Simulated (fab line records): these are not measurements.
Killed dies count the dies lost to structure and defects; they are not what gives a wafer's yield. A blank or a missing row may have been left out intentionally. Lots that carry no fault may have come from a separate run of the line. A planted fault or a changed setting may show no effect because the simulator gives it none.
Problem report, 8D (eight disciplines) form, completed by code :: flow rit-cmos :: the parts of the form that need people (team, actions taken, sign-off) are left out

1. WHAT WENT WRONG
beam-energy-keV at RIT_PRETRO_IMPLANT_08 reads a mean of 50.857 on 6 wafers of 2 lots; wafers without a fault read 45.004 with a standard deviation of 0.015. That is +99 or more standard deviations from the usual mean.
First seen on wafer L171.2, day 5 01:38, on implanter-04. The record has a number at this step for 42 wafers belonging to 14 lots. Rule for "out", or "out of limits": more than 4 standard deviations from the usual mean. Any other wafer with a number is counted as sound.

2. WHAT IT IS, AND WHAT IT ISN'T
question: which readings at this step
is: beam-energy-keV
is not: -

question: which lots
is: L171, L177
is not: L162, L163, L164, L165, L167, L168, L170, L172, L173, L179, L180, L183

question: which wafers of those lots
is: all that have a number
is not: -

question: read on which tools
is: implanter-04
is not: implanter-01, implanter-03

question: when
is: from day 5 01:38
is not: up to then (24 sound wafers); but 12 sound wafers of L173, L179, L180, L183 came after

3. THE SUSPECTS, EACH WITH WHAT RULES IT OUT
Counting: a tool at any process step up to the reading remains a suspect when it ran all the lots that are out and ran no sound lot after the first of those.
- implanter-04 at RIT_PRETRO_IMPLANT_08: kept. It processed each lot that is out, first L171 at day 5 01:38, and no sound lot thereafter; up to then, the last sound lot it processed was L170 at day 4 19:47. Its own readings are out on those wafers: beam-energy-keV.
Remaining after the count: implanter-04 at RIT_PRETRO_IMPLANT_08.

4. THE CAUSE (what the simulator had put in)
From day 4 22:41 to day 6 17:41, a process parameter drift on implanter-04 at RIT_PRETRO_IMPLANT_08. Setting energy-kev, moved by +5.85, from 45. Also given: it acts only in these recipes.
This tool alone remained once counting was done.

5. SEQUENCE OF EFFECTS, ordered by route
Each row: a reading where the mean over the struck wafers with a number is more than 3 standard deviations away from the usual. Scope: only readings with a usual standard deviation given in the record; hours: median across lots of the time from each lot's start at the first step in this table that gives one to its start at this step; sigmas: change in usual standard deviations.
hours: 0
step: RIT_PRETRO_IMPLANT_08
reading: beam-energy-keV
usual: 45.004
on struck wafers: 50.857
change: +5.853
sigmas: +99 or more
Its process steps:
- RIT_PRETRO_IMPLANT_08
Later steps that measure or inspect, where all struck wafers having a row at the step show a number for every such reading and not one has moved that far: RIT_PRETRO_TW_MEAS_10.

6. WHAT WOULD HAVE CAUGHT IT SOONER
In this record no reading fell out of limits until day 5 01:38, 3 hours after the fault had begun at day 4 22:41.
